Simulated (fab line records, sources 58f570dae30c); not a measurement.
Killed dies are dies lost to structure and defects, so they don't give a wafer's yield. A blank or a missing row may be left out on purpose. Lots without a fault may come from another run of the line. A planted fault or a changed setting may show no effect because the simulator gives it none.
Which tool did it? | flow berkeley_cmos170 | 12 lots, 36 wafers sampled, at 5 steps of a route of 331

WHAT THE GAUGES READ, wafer by wafer
UCB170_M3_RS_MEAS_02: measures by four-point-probe.
lot  | measured     | on            | M3_AL_RS (ohm/sq)
L077 | day 7 23:33  | film_metro-01 | 0.0324 0.0324 0.0324
L076 | day 8 00:12  | film_metro-01 | 0.0317 0.0317 0.0321
L080 | day 8 18:20  | film_metro-02 | 0.0318 0.0319 0.0321
L081 | day 9 10:35  | film_metro-02 | 0.0323 0.0319 0.0324
L083 | day 9 14:50  | film_metro-02 | 0.0327 0.0325 0.0328
L085 | day 10 03:30 | film_metro-04 | 0.0321 0.0320 0.0325
L088 | day 10 12:09 | film_metro-01 | 0.0323 0.0325 0.0321
L090 | day 11 09:10 | film_metro-02 | 0.0320 0.0322 0.0320
L091 | day 11 10:07 | film_metro-02 | 0.0321 0.0322 0.0323
L093 | day 12 01:38 | film_metro-02 | 0.0324 0.0329 0.0327
L095 | day 12 08:04 | film_metro-02 | 0.0322 0.0321 0.0324
L097 | day 12 18:16 | film_metro-02 | 0.0322 0.0322 0.0319

WHICH TOOL RAN EACH LOT (tool, then ch and the chambers of the sampled wafers, then the start)
lot  | UCB170_V1_CMP_02              | UCB170_V1_ETCH_14                  | UCB170_M2_ETCH_17                  | UCB170_M2_STRIP_19
L077 | cmp-01 ch 0,2,3, day 7 12:49  | rie_diel-01 ch 1,2,3, day 7 16:22  | rie_diel-01 ch 1,2, day 7 20:37    | plasma_asher-04 ch 0,1, day 7 20:51
L076 | cmp-02 ch 0,1,2, day 7 13:10  | rie_diel-01 ch 2,3, day 7 17:05    | rie_diel-01 ch 0,2,3, day 7 21:17  | plasma_asher-04 ch 0,1, day 7 21:34
L080 | cmp-01 ch 0,1,3, day 8 09:34  | rie_diel-03 ch 0,1,3, day 8 11:25  | rie_diel-02 ch 0,1,2, day 8 15:16  | plasma_asher-02 ch 0,1, day 8 15:29
L081 | cmp-02 ch 0,3, day 9 02:25    | rie_diel-04 ch 1,2,3, day 9 04:51  | rie_diel-02 ch 0,1, day 9 07:26    | plasma_asher-02 ch 0,1, day 9 07:42
L083 | cmp-02 ch 1,2,3, day 9 05:34  | rie_diel-04 ch 1,2,3, day 9 08:34  | rie_diel-01 ch 2,3, day 9 11:23    | plasma_asher-02 ch 0,1, day 9 11:38
L085 | cmp-01 ch 1,2,3, day 9 18:11  | rie_diel-04 ch 0,1, day 9 20:23    | rie_diel-01 ch 0,1,3, day 9 23:03  | plasma_asher-02 ch 0,1, day 9 23:17
L088 | cmp-01 ch 0,3, day 10 04:34   | rie_diel-03 ch 0,1,2, day 10 06:31 | rie_diel-04 ch 0,1,2, day 10 09:16 | plasma_asher-02 ch 0,1, day 10 09:30
L090 | cmp-02 ch 0,3, day 10 23:01   | rie_diel-01 ch 1,3, day 11 02:25   | rie_diel-02 ch 0,1,2, day 11 05:52 | plasma_asher-03 ch 0,1, day 11 06:08
L091 | cmp-02 ch 1,2,3, day 10 23:25 | rie_diel-04 ch 0,3, day 11 02:51   | rie_diel-04 ch 0,1,3, day 11 06:17 | plasma_asher-03 ch 0,1, day 11 06:31
L093 | cmp-01 ch 0,1,3, day 11 18:22 | rie_diel-04 ch 0,2,3, day 11 20:02 | rie_diel-04 ch 0,1,2, day 11 22:37 | plasma_asher-04 ch 0,1, day 11 22:50
L095 | cmp-01 ch 1,2, day 11 23:55   | rie_diel-04 ch 0,2,3, day 12 02:11 | rie_diel-01 ch 0,2,3, day 12 04:56 | plasma_asher-02 ch 0,1, day 12 05:10
L097 | cmp-02 ch 0,1,2, day 12 08:01 | rie_diel-01 ch 0,2, day 12 12:34   | rie_diel-04 ch 2,3, day 12 15:23   | plasma_asher-04 ch 0,1, day 12 15:37
- UCB170_V1_CMP_02: polishes SiO2.
- UCB170_V1_ETCH_14: etches SiO2 in CHF3/CF4/Ar, stops on Al, target depth 1250 nm, time 291 s.
- UCB170_M2_ETCH_17: etches BARC in N2/H2.
- UCB170_M2_STRIP_19: strips in O2.

THE ANSWER, worked out from the rows above alone
Rule: what is usual is taken from the lots themselves. Put in order of their means at a reading, lots are off if they are a third of the lots or fewer, leave a main group of 4 or more, and stand apart from it by a gap of 3 or more times the standard deviation of the main group's means; of several such gaps the widest counts. A main group whose means are all the same, to the digits that the tables above print for the reading, isn't used. A lot without any number at a reading at which 4 lots or more have one is off too. The other lots that the step has rows for count as sound.
No lot is off at any reading shown: from this, nothing can be told.

WHAT THE SIMULATOR HAD PUT IN
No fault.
